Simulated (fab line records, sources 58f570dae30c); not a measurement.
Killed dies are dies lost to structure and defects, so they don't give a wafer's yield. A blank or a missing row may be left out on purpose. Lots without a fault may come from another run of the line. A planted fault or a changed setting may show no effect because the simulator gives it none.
fab line records | flow berkeley_cmos170
record lots=5 wafers=15 last_day=11
route steps=331 shown M2@274 V2@292 M3@309
lots that met no fault: from a run of the same line without faults
start_h: hours from the record's first day to the start of the lot's first wafer shown | wait_h: hours since the lot's step before | " the same as in the row above | L1.1+2: a row that stands for several wafers | - no value, or no start given | * or withheld: withheld | < > ~ a bound
route shown NAME@n: a module of which the file shows steps, and the number in the route of the first | usual: mean/standard deviation of fault-free wafers | same: alike in all rows | chamber/n: place in a boat | sites: the reading at each site | _std_site: their standard deviation | _edge_site: outer sites' mean less inner sites' | radius_mm: how far each site lies from the wafer's centre | mask NAME#n: copy n | behind: the tool/chamber that last shaped the wafer | hold: why the lot was held/for how many hours/how that ended | device: the transistor (n, p or np) that didn't switch | end of line: the same wafers' tests at the end of the route | a step without rows: its recipe alone | killed: dies lost to structure and defects at the first sort, not the wafer's yield | map: a wafer's dies, x killed, . not, _ none there
set.NAME: the setting as run; set.NAME@STEP: as run at that earlier step | model.NAME: the simulator's own value behind a step, which no gauge read
lots at some steps of the route; a table a step, a row a wafer
services: from which hour (start_h, from the record's first day; less than 0 if before it) a tool's chamber was out of use, for how many hours, and why
## steps
# step UCB170_M2_THK_MEAS_03
# recipe thk_meas_gauge=xrf reads=Al_of_M2_SPUTTER_01
# usual M2_AL_THK=948/13
# columns lot.wafer tool chamber start_h wait_h M2_AL_THK[nm]
L076.2 film_metro-04 - 186.06 0.1 946
L076.3 " - " " 938
L076.5 " - " " 955
L078.2 film_metro-01 - 194.70 0.1 937
L078.4 " - " " 950
L078.5 " - " " 950
L091.3 film_metro-04 - 241.10 0.1 949
L091.4 " - " " 947
L091.5 " - " " 958
L092.1 film_metro-01 - 250.98 0.1 962
L092.3 " - " " 966
L092.6 " - " " 961
L094.1 film_metro-03 - 262.98 0.1 939
L094.4 " - " " 929
L094.6 " - " " 945
# step UCB170_M2_HMDS_04
# recipe prime_time_s=60 prime_temp_c=100
# columns lot.wafer tool chamber start_h wait_h
L076.2+3+5 litho_track-03 0 186.14 0.1
L078.2+4+5 litho_track-04 0 195.86 1.2
L091.3+4+5 litho_track-02 0 241.37 0.3
L092.1+3+6 litho_track-04 0 251.04 0.1
L094.1+4+6 litho_track-03 0 263.04 0.1
# step UCB170_M2_COAT_05
# recipe resist=KrF spin_rpm=1500 resist_thk_nm=900
# columns lot.wafer tool chamber start_h wait_h
L076.2+3+5 litho_track-03 0 186.29 0.1
L078.2+4+5 litho_track-04 0 196.01 0.1
L091.3+4+5 litho_track-02 0 241.52 0.1
L092.1+3+6 litho_track-04 0 251.19 0.1
L094.1+4+6 litho_track-03 0 263.19 0.1
# step UCB170_M2_SOFTBAKE_06
# recipe resist=KrF temp_c=130 time_s=60
# columns lot.wafer tool chamber start_h wait_h
L076.2+3+5 litho_track-03 0 186.44 0.1
L078.2+4+5 litho_track-04 0 196.16 0.1
L091.3+4+5 litho_track-02 0 241.67 0.1
L092.1+3+6 litho_track-04 0 251.34 0.1
L094.1+4+6 litho_track-03 0 263.34 0.1
# step UCB170_M2_STRIP_07
# recipe chemistry=O2 power_w=400 pressure_mtorr=3500 platen_temp_c=withheld o2_flow_sccm=400 overash_fraction=0.5
# usual drypump_motor_current_A=6.2/0.38 oes_product_au=0.734/0.0048 strip_time_to_endpoint_s=21.99/0.076
# columns lot.wafer tool chamber start_h wait_h drypump_motor_current_A oes_product_au rf_hours_counter_h strip_time_to_endpoint_s
L076.2 plasma_asher-04 1 186.56 0.1 6.6 0.732 41 22.02
L076.3 " 1 " " 6.6 0.733 - 21.98
L076.5 " 0 " " 6.3 0.740 - 22.05
L078.2 plasma_asher-04 0 196.29 0.1 6.3 0.741 43 22.02
L078.4 " 0 " " 6.3 0.738 - 22.08
L078.5 " 1 " " 6.6 0.729 - 22.03
L091.3 plasma_asher-01 0 241.80 0.1 5.5 0.739 - 21.95
L091.4 " 1 " " 6.6 0.736 - 22.00
L091.5 " 0 " " 5.5 0.731 - 22.05
L092.1 plasma_asher-03 1 251.49 0.1 6.1 0.736 17 22.05
L092.3 " 0 " " 5.8 0.735 - 22.03
L092.6 " 0 " " 5.8 0.728 - 22.07
L094.1 plasma_asher-04 0 263.49 0.1 6.3 0.733 51 21.89
L094.4 " 0 " " 6.3 0.724 - 21.92
L094.6 " 0 " " 6.3 0.733 - 21.90
# step UCB170_M2_STRIP_08
# recipe chemistry=DMSO temp_c=80 time_s=600 material=KrF
# columns lot.wafer tool chamber start_h wait_h
L076.2+3+5 wet_bench-03 1 186.66 0.1
L078.2+4+5 wet_bench-02 3 196.61 0.3
L091.3+4+5 wet_bench-01 1 241.87 0.0
L092.1+3+6 wet_bench-01 0 251.59 0.1
L094.1+4+6 wet_bench-02 3 263.59 0.1
# step UCB170_M2_COAT_09
# recipe resist=BARC temp_c=withheld time_s=withheld spin_rpm=3000 resist_thk_nm=withheld
# columns lot.wafer tool chamber start_h wait_h
L076.2+3+5 litho_track-03 0 187.14 0.3
L078.2+4+5 litho_track-02 0 197.97 1.2
L091.3+4+5 litho_track-04 0 242.18 0.1
L092.1+3+6 litho_track-04 0 251.94 0.2
L094.1+4+6 litho_track-02 0 263.96 0.2
# step UCB170_M2_COAT_10
# recipe resist=KrF spin_rpm=1500 resist_thk_nm=900
# columns lot.wafer tool chamber start_h wait_h
L076.2+3+5 litho_track-03 0 - -
L078.2+4+5 litho_track-02 0 - -
L091.3+4+5 litho_track-04 0 - -
L092.1+3+6 litho_track-04 0 - -
L094.1+4+6 litho_track-02 0 - -
# step UCB170_M2_SOFTBAKE_11
# recipe resist=KrF temp_c=130 time_s=60
# columns lot.wafer tool chamber start_h wait_h
L076.2+3+5 litho_track-03 0 - -
L078.2+4+5 litho_track-02 0 - -
L091.3+4+5 litho_track-04 0 - -
L092.1+3+6 litho_track-04 0 - -
L094.1+4+6 litho_track-02 0 - -
# step UCB170_M2_EXPOSE_12
# recipe mask_id=METAL2 target_cd_nm=700 na=0.5 sigma_outer=0.6 source_shape=conventional dose_mj=26
# columns lot.wafer tool chamber start_h wait_h mask
L076.2+3+5 krf_scanner-01 0 187.71 - METAL2#0
L078.2+4+5 krf_scanner-02 0 - - METAL2#0
L091.3+4+5 krf_scanner-01 0 242.74 - METAL2#0
L092.1+3+6 krf_scanner-02 0 252.52 - METAL2#0
L094.1+4+6 krf_scanner-02 0 264.53 - METAL2#0
# step UCB170_M2_PEB_13
# recipe peb_temp_c=130 peb_time_s=withheld resist=KrF
# columns lot.wafer tool chamber start_h wait_h
L076.2+3+5 litho_track-02 0 187.86 0.1
L078.2+4+5 litho_track-03 0 - -
L091.3+4+5 litho_track-02 0 242.99 0.2
L092.1+3+6 litho_track-04 0 252.67 0.1
L094.1+4+6 litho_track-03 0 264.64 0.1
# step UCB170_M2_DEVELOP_14
# recipe developer=TMAH develop_time_s=45 resist=KrF dev_temp_c=21
# columns lot.wafer tool chamber start_h wait_h
L076.2+3+5 litho_track-02 0 - -
L078.2+4+5 litho_track-03 0 - -
L091.3+4+5 litho_track-02 0 - -
L092.1+3+6 litho_track-04 0 - -
L094.1+4+6 litho_track-03 0 - -
# step UCB170_M2_CD_MEAS_15
# recipe target_cd_nm=700
# usual cd_nm=700.0/1.3
# columns lot.wafer tool chamber start_h wait_h cd_nm
L076.2 cd_sem-01 - 188.13 - 699.0
L076.3 " - " " 698.1
L076.5 " - " " 700.8
L078.2 cd_sem-02 - 200.11 - 698.9
L078.4 " - " " 699.4
L078.5 " - " " 699.5
L091.3 cd_sem-01 - 243.26 - 699.8
L091.4 " - " " 700.9
L091.5 " - " " 700.5
L092.1 cd_sem-02 - 252.94 - 701.0
L092.3 " - " " 700.6
L092.6 " - " " 700.8
L094.1 cd_sem-02 - 264.92 - 697.6
L094.4 " - " " 696.4
L094.6 " - " " 697.5
# step UCB170_M2_OVL_MEAS_16
# usual M2_OVL=1/4.5
# columns lot.wafer tool chamber start_h wait_h M2_OVL[nm]
L076.2 overlay-01 - 188.23 0.1 0
L076.3 " - " " -1
L076.5 " - " " -7
L078.2 overlay-01 - 200.22 0.1 4
L078.4 " - " " 4
L078.5 " - " " 3
L091.3 overlay-01 - 243.38 0.1 -6
L091.4 " - " " -7
L091.5 " - " " -5
L092.1 overlay-01 - 253.06 0.1 -7
L092.3 " - " " 1
L092.6 " - " " -2
L094.1 overlay-02 - 265.04 0.1 2
L094.4 " - " " 8
L094.6 " - " " 10
# step UCB170_M2_ETCH_17
# recipe chemistry=N2/H2 target_depth_a=withheld overetch_a=withheld target=BARC time_s=withheld source_w=500 bias_w=100 pressure_mtorr=30 n2_flow_sccm=100 h2_flow_sccm=200
# usual drypump_motor_current_A=5.7/0.32 oes_product_au=1.004/0.012 rf_fwd_power_W=494.1/2.5 throttle_valve_pct=13.30/0.22
# columns lot.wafer tool chamber start_h wait_h drypump_motor_current_A oes_product_au rf_fwd_power_W throttle_valve_pct
L076.2 rie_diel-02 3 188.26 0.0 5.6 0.987 491.1 13.07
L076.3 " 0 " " 6.2 1.013 492.3 13.60
L076.5 " 0 " " 6.2 1.016 492.3 13.62
L078.2 rie_diel-01 2 200.25 0.0 5.6 1.016 496.3 13.10
L078.4 " 3 " " 5.4 1.007 497.6 13.08
L078.5 " 3 " " 5.4 1.010 494.5 13.07
L091.3 rie_diel-01 2 243.40 0.0 5.6 1.005 496.2 13.11
L091.4 " 1 " " 5.7 0.987 492.0 13.08
L091.5 " 2 " " 5.6 1.006 495.0 13.11
L092.1 rie_diel-01 3 253.10 0.0 5.4 1.021 496.8 13.08
L092.3 " 1 " " 5.7 0.993 492.2 13.07
L092.6 " 1 " " 5.7 1.001 489.0 13.07
L094.1 rie_diel-02 2 265.07 0.0 6.1 0.991 498.3 13.42
L094.4 " 3 " " 5.6 1.005 493.9 13.07
L094.6 " 1 " " 5.5 0.998 493.4 13.63
# step UCB170_M2_METAL_ETCH_18
# recipe chemistry=Cl2/BCl3 target=Al stop_on=SiO2 pressure_mtorr=12 target_depth_a=11700 over_etch_frac=0.3 time_s=195 icp_w=600 bias_w=120 Cl2_flow_sccm=90 bcl3_flow_sccm=45
# usual bcl3_flow_sccm=45.00/0.13 drypump_motor_current_A=5.8/0.42 oes_product_au=0.863/0.014 rf_fwd_power_W=597.9/1.8 throttle_valve_pct=24.45/0.12
# columns lot.wafer tool chamber start_h wait_h bcl3_flow_sccm drypump_motor_current_A oes_product_au rf_fwd_power_W rf_hours_counter_h throttle_valve_pct
L076.2 rie_metal-03 0 188.37 - 44.83 5.3 0.856 595.4 - 24.44
L076.3 " 0 " " 44.88 5.3 0.855 598.1 - 24.43
L076.5 " 0 " " 44.91 5.3 0.854 599.0 - 24.42
L078.2 rie_metal-03 1 200.29 - 44.98 6.1 0.847 599.0 0 24.47
L078.4 " 0 " " 45.06 5.3 0.852 596.4 - 24.44
L078.5 " 1 " " 45.05 6.2 0.855 598.7 - 24.46
L091.3 rie_metal-02 0 243.51 - 45.08 5.4 0.891 597.9 - 24.56
L091.4 " 1 " " 44.99 5.9 0.842 596.0 - 24.45
L091.5 " 1 " " 44.92 5.9 0.852 595.2 - 24.45
L092.1 rie_metal-02 1 253.14 - 45.13 5.8 0.849 596.5 6 24.45
L092.3 " 0 " " 45.10 5.4 0.893 596.4 - 24.56
L092.6 " 1 " " 45.12 5.9 0.850 595.0 - 24.46
L094.1 rie_metal-01 1 265.12 - 44.80 6.5 0.872 596.4 10 24.58
L094.4 " 0 " " 44.83 5.8 0.851 596.1 - 24.24
L094.6 " 0 " " 44.97 5.7 0.874 598.3 - 24.22
# step UCB170_M2_STRIP_19
# recipe chemistry=O2 power_w=400 pressure_mtorr=3500 platen_temp_c=withheld o2_flow_sccm=400 overash_fraction=0.5
# usual drypump_motor_current_A=6.1/0.39 oes_product_au=0.539/0.022
# columns lot.wafer tool chamber start_h wait_h drypump_motor_current_A oes_product_au rf_hours_counter_h
L076.2 plasma_asher-04 0 188.68 0.2 6.3 0.519 42
L076.3 " 0 " " 6.3 0.524 -
L076.5 " 0 " " 6.3 0.518 -
L078.2 plasma_asher-01 0 200.47 0.1 5.5 0.507 53
L078.4 " 1 " " 6.6 0.528 -
L078.5 " 0 " " 5.5 0.503 -
L091.3 plasma_asher-03 0 243.67 0.1 5.8 0.523 -
L091.4 " 1 " " 6.1 0.536 -
L091.5 " 1 " " 6.1 0.540 -
L092.1 plasma_asher-04 1 253.33 0.1 6.6 0.533 50
L092.3 " 1 " " 6.6 0.525 -
L092.6 " 1 " " 6.6 0.556 -
L094.1 plasma_asher-04 0 265.30 0.1 6.3 0.568 51
L094.4 " 1 " " 6.6 0.554 -
L094.6 " 1 " " 6.6 0.553 -
# step UCB170_M2_CD_MEAS_90
# recipe target_cd_nm=700
# usual cd_nm=698/4.4
# columns lot.wafer tool chamber start_h wait_h cd_nm
L076.2 cd_sem-01 - 188.80 0.1 697
L076.3 " - " " 693
L076.5 " - " " 696
L078.2 cd_sem-01 - 200.59 0.1 694
L078.4 " - " " 695
L078.5 " - " " 694
L091.3 cd_sem-01 - 243.77 0.1 697
L091.4 " - " " 709
L091.5 " - " " 706
L092.1 cd_sem-01 - 253.43 0.1 705
L092.3 " - " " 699
L092.6 " - " " 709
L094.1 cd_sem-01 - 265.41 0.1 694
L094.4 " - " " 696
L094.6 " - " " 698
# step UCB170_V2_CVD_00
# recipe material=SiO2 target_thk_nm=2000 temp_c=390 precursor=TEOS/O2 time_s=250 rf_w=550 pressure_mtorr=9000
# usual heater_power_w=240/46 rf_fwd_power_W=548.2/1.6
# columns lot.wafer tool chamber start_h wait_h heater_power_w rf_fwd_power_W
L076.2 pecvd-02 2 188.90 0.1 213 550.9
L076.3 " 0 " " 215 550.3
L076.5 " 1 " " 290 546.4
L078.2 pecvd-02 0 200.69 0.1 242 547.8
L078.4 " 1 " " 206 549.5
L078.5 " 2 " " 161 549.6
L091.3 pecvd-04 1 243.85 0.1 189 546.9
L091.4 " 2 " " 272 547.8
L091.5 " 1 " " 237 545.7
L092.1 pecvd-01 0 253.55 0.1 296 548.1
L092.3 " 0 " " 211 547.5
L092.6 " 1 " " 282 547.6
L094.1 pecvd-01 0 265.53 0.1 243 546.6
L094.4 " 1 " " 213 550.7
L094.6 " 0 " " 213 548.2
# step UCB170_V2_THK_MEAS_01
# recipe reads=SiO2_of_V2_CVD_00
# usual V2_TEOS_THK=2007/26
# columns lot.wafer tool chamber start_h wait_h V2_TEOS_THK[nm]
L076.2 film_metro-03 - 189.06 0.1 1965
L076.3 " - " " 1975
L076.5 " - " " 2002
L078.2 film_metro-03 - 200.86 0.1 2045
L078.4 " - " " 2044
L078.5 " - " " 2053
L091.3 film_metro-03 - 244.03 0.1 1952
L091.4 " - " " 2020
L091.5 " - " " 1981
L092.1 film_metro-03 - 253.78 0.2 2004
L092.3 " - " " 2032
L092.6 " - " " 2017
L094.1 film_metro-03 - 265.76 0.2 1974
L094.4 " - " " 2011
L094.6 " - " " 2033
# step UCB170_V2_CMP_02
# recipe material=SiO2 down_force_psi=6 platen_rpm=60 pad_velocity_m_s=0.75398
# usual motor_current_A=16.2/1.4
# columns lot.wafer tool chamber start_h wait_h motor_current_A
L076.2 cmp-01 3 189.11 0.0 17.4
L076.3 " 1 " " 15.1
L076.5 " 3 " " 18.9
L078.2 cmp-02 2 200.91 0.0 14.0
L078.4 " 1 " " 15.8
L078.5 " 3 " " 17.7
L091.3 cmp-01 3 244.07 0.0 18.0
L091.4 " 0 " " 16.2
L091.5 " 0 " " 15.5
L092.3 cmp-01 0 253.84 0.0 16.5
L092.1 " 2 " " 16.6
L092.6 " 0 " " 16.1
L094.1 cmp-02 1 265.82 0.1 16.2
L094.4 " 0 " " 16.2
L094.6 " 1 " " 15.3
# step UCB170_V2_BOW_MEAS_03
# recipe mode=bow
# usual V2_BOW=37/7.2
# columns lot.wafer tool chamber start_h wait_h V2_BOW[um]
L076.2 film_metro-04 - 189.43 0.3 38
L076.3 " - " " 30
L076.5 " - " " 28
L078.2 film_metro-04 - 201.23 0.3 60
L078.4 " - " " 25
L078.5 " - " " 33
L091.3 film_metro-02 - 244.41 0.3 28
L091.4 " - " " 41
L091.5 " - " " 40
L092.1 film_metro-03 - 254.14 0.1 44
L092.3 " - " " 36
L092.6 " - " " 25
L094.1 film_metro-04 - 266.12 0.2 33
L094.4 " - " " 34
L094.6 " - " " 30
# step UCB170_V2_THK_MEAS_04
# recipe reads=SiO2_of_V2_CVD_00
# usual V2_POLISHED_THK=999.7/1.2
# columns lot.wafer tool chamber start_h wait_h V2_POLISHED_THK[nm]
L076.2 film_metro-04 - 189.54 0.1 1000.7
L076.3 " - " " 999.6
L076.5 " - " " 999.0
L078.2 film_metro-04 - 201.34 0.1 999.3
L078.4 " - " " 998.2
L078.5 " - " " 1000.2
L091.3 film_metro-02 - 244.51 0.1 999.5
L091.4 " - " " 1001.4
L091.5 " - " " 1000.4
L092.1 film_metro-03 - 254.26 0.1 1000.2
L092.3 " - " " 1001.5
L092.6 " - " " 999.9
L094.1 film_metro-04 - 266.24 0.1 1000.2
L094.4 " - " " 999.9
L094.6 " - " " 999.6
# step UCB170_V2_CLEAN_05
# recipe chemistry=DIW
# columns lot.wafer tool chamber start_h wait_h
L076.2+3+5 wet_bench-04 3 189.59 0.0
L078.2+4+5 wet_bench-04 1 201.79 0.4
L091.3+4+5 wet_bench-03 3 244.55 0.0
L092.1+3+6 wet_bench-04 3 254.32 0.1
L094.1+4+6 wet_bench-04 0 266.30 0.1
# step UCB170_V2_HMDS_06
# recipe prime_time_s=60 prime_temp_c=100
# columns lot.wafer tool chamber start_h wait_h
L076.2+3+5 litho_track-01 0 189.79 0.0
L078.2+4+5 litho_track-01 0 202.61 0.5
L091.3+4+5 litho_track-01 0 245.01 0.3
L092.1+3+6 litho_track-01 0 255.30 0.8
L094.1+4+6 litho_track-03 0 266.73 0.3
# step UCB170_V2_COAT_07
# recipe resist=KrF spin_rpm=1500 resist_thk_nm=900
# columns lot.wafer tool chamber start_h wait_h
L076.2+3+5 litho_track-01 0 189.94 0.1
L078.2+4+5 litho_track-01 0 202.76 0.1
L091.3+4+5 litho_track-01 0 245.16 0.1
L092.1+3+6 litho_track-01 0 255.45 0.1
L094.1+4+6 litho_track-03 0 266.88 0.1
# step UCB170_V2_SOFTBAKE_08
# recipe resist=KrF temp_c=130 time_s=60
# columns lot.wafer tool chamber start_h wait_h
L076.2+3+5 litho_track-01 0 190.09 0.1
L078.2+4+5 litho_track-01 0 202.91 0.1
L091.3+4+5 litho_track-01 0 245.31 0.1
L092.1+3+6 litho_track-01 0 255.60 0.1
L094.1+4+6 litho_track-03 0 267.03 0.1
# step UCB170_V2_EXPOSE_09
# recipe mask_id=VIA2 target_cd_nm=700 na=0.5 sigma_outer=0.6 source_shape=conventional dose_mj=36.7
# columns lot.wafer tool chamber start_h wait_h mask
L076.2+3+5 krf_scanner-01 0 190.36 0.2 VIA2#0
L078.2+4+5 krf_scanner-01 0 203.18 0.2 VIA2#0
L091.3+4+5 krf_scanner-01 0 245.45 0.1 VIA2#0
L092.1+3+6 krf_scanner-01 0 255.93 0.3 VIA2#0
L094.1+4+6 krf_scanner-01 0 267.30 0.2 VIA2#0
# step UCB170_V2_PEB_10
# recipe peb_temp_c=130 peb_time_s=withheld resist=KrF
# columns lot.wafer tool chamber start_h wait_h
L076.2+3+5 litho_track-01 0 190.69 0.3
L078.2+4+5 litho_track-01 0 203.79 0.6
L091.3+4+5 litho_track-04 0 245.58 0.1
L092.1+3+6 litho_track-01 0 256.75 0.8
L094.1+4+6 litho_track-04 0 267.60 0.3
# step UCB170_V2_DEVELOP_11
# recipe developer=TMAH develop_time_s=45 resist=KrF dev_temp_c=21
# columns lot.wafer tool chamber start_h wait_h
L076.2+3+5 litho_track-01 0 - -
L078.2+4+5 litho_track-01 0 - -
L091.3+4+5 litho_track-04 0 - -
L092.1+3+6 litho_track-01 0 - -
L094.1+4+6 litho_track-04 0 - -
# step UCB170_V2_CD_MEAS_12
# recipe target_cd_nm=700
# usual cd_nm=699.9/1.2
# columns lot.wafer tool chamber start_h wait_h cd_nm
L076.2 cd_sem-01 - 190.96 - 700.3
L076.3 " - " " 699.1
L076.5 " - " " 701.7
L078.2 cd_sem-01 - 204.06 - 698.7
L078.4 " - " " 698.3
L078.5 " - " " 697.3
L091.3 cd_sem-02 - 245.84 - 700.6
L091.4 " - " " 702.6
L091.5 " - " " 702.1
L092.1 cd_sem-01 - 257.03 - 697.7
L092.3 " - " " 700.3
L092.6 " - " " 699.6
L094.1 cd_sem-02 - 267.87 - 701.4
L094.4 " - " " 702.1
L094.6 " - " " 702.3
# step UCB170_V2_OVL_MEAS_13
# usual V2_OVL=0/6
# columns lot.wafer tool chamber start_h wait_h V2_OVL[nm]
L076.2 overlay-02 - 191.07 0.1 1
L076.3 " - " " -1
L076.5 " - " " -2
L078.2 overlay-01 - 204.16 0.1 0
L078.4 " - " " 10
L078.5 " - " " 1
L091.3 overlay-01 - 245.94 0.1 11
L091.4 " - " " 12
L091.5 " - " " 5
L092.1 overlay-01 - 257.15 0.1 2
L092.3 " - " " -4
L092.6 " - " " -2
L094.1 overlay-01 - 267.99 0.1 5
L094.4 " - " " 4
L094.6 " - " " 7
# step UCB170_V2_ETCH_14
# recipe chemistry=CHF3/CF4/Ar target=SiO2 stop_on=Al CHF3_flow_sccm=45 cf4_flow_sccm=15 Ar_flow_sccm=150 pressure_mtorr=200 rf_w=700 target_depth_a=12500 over_etch_frac=0.25 time_s=291
# usual cf4_flow_sccm=15.00/0.043 drypump_motor_current_A=5.9/0.46 oes_product_au=0.875/0.013 rf_fwd_power_W=697.8/2 throttle_valve_pct=6.94/0.12
# columns lot.wafer tool chamber start_h wait_h cf4_flow_sccm drypump_motor_current_A oes_product_au rf_fwd_power_W rf_hours_counter_h throttle_valve_pct
L076.2 rie_diel-03 2 191.10 0.0 14.99 6.8 0.883 696.5 17 7.01
L076.3 " 0 " " 15.10 6.2 0.874 699.7 97 6.92
L076.5 " 0 " " 15.05 6.2 0.865 696.3 - 6.93
L078.2 rie_diel-04 1 204.19 0.0 15.00 6.5 0.860 699.8 19 7.19
L078.4 " 3 " " 14.97 5.9 0.856 695.4 18 7.15
L078.5 " 1 " " 14.99 6.5 0.867 697.9 - 7.19
L091.3 rie_diel-01 2 245.96 0.0 14.98 5.6 0.889 698.7 16 6.85
L091.4 " 0 " " 15.01 5.4 0.880 698.4 - 6.89
L091.5 " 1 " " 14.99 5.8 0.872 693.4 - 6.80
L092.1 rie_diel-01 2 257.18 0.0 15.06 5.6 0.885 699.3 17 6.86
L092.3 " 1 " " 14.98 5.7 0.873 694.5 108 6.80
L092.6 " 2 " " 15.06 5.6 0.883 701.3 - 6.87
L094.1 rie_diel-04 3 268.03 0.0 14.98 5.9 0.856 699.8 21 7.15
L094.4 " 2 " " 14.96 5.3 0.883 698.0 11 6.95
L094.6 " 0 " " 14.98 5.6 0.895 700.4 - 7.06
# step UCB170_V2_STRIP_15
# recipe chemistry=O2 power_w=400 pressure_mtorr=3500 platen_temp_c=withheld o2_flow_sccm=400 overash_fraction=0.5
# usual drypump_motor_current_A=6.1/0.37 oes_product_au=0.721/0.005 strip_time_to_endpoint_s=15.31/0.11
# columns lot.wafer tool chamber start_h wait_h drypump_motor_current_A oes_product_au rf_hours_counter_h strip_time_to_endpoint_s
L076.2 plasma_asher-04 0 191.28 0.1 6.3 0.720 42 15.36
L076.3 " 0 " " 6.3 0.723 - 15.17
L076.5 " 1 " " 6.6 0.719 - 15.15
L078.2 plasma_asher-01 0 204.37 0.1 5.5 0.724 53 15.31
L078.4 " 1 " " 6.6 0.721 - 15.29
L078.5 " 1 " " 6.6 0.720 - 15.24
L091.3 plasma_asher-04 1 246.17 0.1 6.6 0.716 - 15.16
L091.4 " 0 " " 6.3 0.712 - 15.21
L091.5 " 0 " " 6.3 0.725 - 15.21
L092.1 plasma_asher-02 0 257.36 0.1 6.1 0.720 51 15.39
L092.3 " 1 " " 5.8 0.717 - 15.36
L092.6 " 1 " " 5.8 0.720 - 15.20
L094.1 plasma_asher-04 1 268.21 0.1 6.6 0.723 51 15.33
L094.4 " 1 " " 6.6 0.715 - 15.25
L094.6 " 1 " " 6.6 0.722 - 15.53
# step UCB170_V2_CD_MEAS_90
# recipe target_cd_nm=700
# usual cd_nm=700.0/1.2
# columns lot.wafer tool chamber start_h wait_h cd_nm
L076.2 cd_sem-01 - 191.40 0.1 701.3
L076.3 " - " " 699.4
L076.5 " - " " 702.4
L078.2 cd_sem-01 - 204.49 0.1 698.1
L078.4 " - " " 698.9
L078.5 " - " " 697.3
L091.3 cd_sem-02 - 246.28 0.1 700.3
L091.4 " - " " 701.1
L091.5 " - " " 701.0
L092.1 cd_sem-01 - 257.46 0.1 697.5
L092.3 " - " " 699.4
L092.6 " - " " 699.1
L094.1 cd_sem-01 - 268.31 0.1 701.6
L094.4 " - " " 702.1
L094.6 " - " " 702.5
# step UCB170_M3_PRE_CLEAN_00
# recipe gas=Ar preclean_etch_time_s=60
# columns lot.wafer tool chamber start_h wait_h
L076.2+3+5 pvd_sputter-01 - 191.50 0.1
L078.2+4+5 pvd_sputter-02 - 204.59 0.1
L091.3+4+5 pvd_sputter-02 - 246.36 0.1
L092.1+3+6 pvd_sputter-02 - 257.58 0.1
L094.1+4+6 pvd_sputter-02 - 268.43 0.1
# step UCB170_M3_SPUTTER_01
# recipe material=Al target_thk_nm=900 time_s=120 power_w=6000 chamber_pressure_pa=0.5
# usual throttle_valve_pct=30.1/0.94
# columns lot.wafer tool chamber start_h wait_h throttle_valve_pct
L076.2 pvd_sputter-01 - 191.57 0.0 28.3
L076.3 " - " " 30.3
L076.5 " - " " 27.9
L078.2 pvd_sputter-02 - 204.66 0.0 29.5
L078.4 " - " " 31.7
L078.5 " - " " 29.4
L091.3 pvd_sputter-02 - 246.42 0.0 29.2
L091.4 " - " " 29.9
L091.5 " - " " 29.2
L092.1 pvd_sputter-02 - 257.65 0.0 31.5
L092.3 " - " " 29.8
L092.6 " - " " 29.4
L094.1 pvd_sputter-02 - 268.49 0.0 29.4
L094.4 " - " " 29.7
L094.6 " - " " 31.7
# step UCB170_M3_RS_MEAS_02
# recipe thk_meas_gauge=four-point-probe reads=Al_of_M3_SPUTTER_01
# usual M3_AL_RS=0.0321/0.00036
# columns lot.wafer tool chamber start_h wait_h M3_AL_RS[ohm/sq]
L076.2 film_metro-04 - 191.67 0.1 0.0317
L076.3 " - " " 0.0314
L076.5 " - " " 0.0319
L078.2 film_metro-01 - 204.76 0.1 0.0326
L078.4 " - " " 0.0321
L078.5 " - " " 0.0322
L091.3 film_metro-04 - 246.55 0.1 0.0329
L091.4 " - " " 0.0327
L091.5 " - " " 0.0324
L092.1 film_metro-02 - 257.73 0.0 0.0322
L092.3 " - " " 0.0325
L092.6 " - " " 0.0323
L094.1 film_metro-02 - 268.58 0.0 0.0329
L094.4 " - " " 0.0327
L094.6 " - " " 0.0326
# step UCB170_M3_THK_MEAS_03
# recipe thk_meas_gauge=xrf reads=Al_of_M3_SPUTTER_01
# usual M3_AL_THK=921/11
# columns lot.wafer tool chamber start_h wait_h M3_AL_THK[nm]
L076.2 film_metro-04 - 191.78 0.1 928
L076.3 " - " " 940
L076.5 " - " " 920
L078.2 film_metro-01 - 204.87 0.1 914
L078.4 " - " " 928
L078.5 " - " " 926
L091.3 film_metro-04 - 246.65 0.1 906
L091.4 " - " " 909
L091.5 " - " " 919
L092.1 film_metro-02 - 257.85 0.1 910
L092.3 " - " " 900
L092.6 " - " " 907
L094.1 film_metro-02 - 268.70 0.1 889
L094.4 " - " " 893
L094.6 " - " " 899
# step UCB170_M3_HMDS_04
# recipe prime_time_s=60 prime_temp_c=100
# columns lot.wafer tool chamber start_h wait_h
L076.2+3+5 litho_track-03 0 193.21 1.4
L078.2+4+5 litho_track-01 0 204.95 0.1
L091.3+4+5 litho_track-01 0 246.74 0.1
L092.1+3+6 litho_track-02 0 258.27 0.4
L094.1+4+6 litho_track-03 0 268.76 0.1
# step UCB170_M3_COAT_05
# recipe resist=KrF spin_rpm=1500 resist_thk_nm=900
# columns lot.wafer tool chamber start_h wait_h
L076.2+3+5 litho_track-03 0 193.36 0.1
L078.2+4+5 litho_track-01 0 205.10 0.1
L091.3+4+5 litho_track-01 0 246.89 0.1
L092.1+3+6 litho_track-02 0 258.42 0.1
L094.1+4+6 litho_track-03 0 268.91 0.1
# step UCB170_M3_SOFTBAKE_06
# recipe resist=KrF temp_c=130 time_s=60
# columns lot.wafer tool chamber start_h wait_h
L076.2+3+5 litho_track-03 0 193.51 0.1
L078.2+4+5 litho_track-01 0 205.25 0.1
L091.3+4+5 litho_track-01 0 247.04 0.1
L092.1+3+6 litho_track-02 0 258.57 0.1
L094.1+4+6 litho_track-03 0 269.06 0.1
## services
# columns tool chamber start_h hours kind
krf_scanner-01 - 163.15 0.8 pm
rie_diel-01 1 168.36 2.4 repair
krf_scanner-02 - 168.39 1.3 pm
cmp-01 - 171.17 0.8 repair
rie_diel-01 1 174.41 6.0 repair
krf_scanner-02 - 179.70 3.6 pm
wet_bench-02 - 181.94 1.5 repair
krf_scanner-01 - 183.26 1.3 pm
plasma_asher-01 - 190.57 3.3 repair
rie_diel-04 3 207.48 5.9 repair
pecvd-02 - 212.51 3.7 repair
krf_scanner-01 - 214.71 1.7 repair
krf_scanner-01 - 215.92 0.6 repair
krf_scanner-01 - 223.71 4.0 pm
plasma_asher-04 - 228.96 2.9 repair
wet_bench-03 - 229.16 3.5 repair
cmp-01 - 232.00 4.0 pm
cmp-02 - 233.11 1.0 repair
cmp-01 - 235.85 1.0 repair
rie_metal-03 - 237.84 2.8 pm
krf_scanner-02 - 238.86 1.0 pm
rie_diel-02 3 239.65 14.5 repair
krf_scanner-01 - 240.61 1.0 pm
rie_metal-02 - 241.66 1.4 pm
## key
fault none
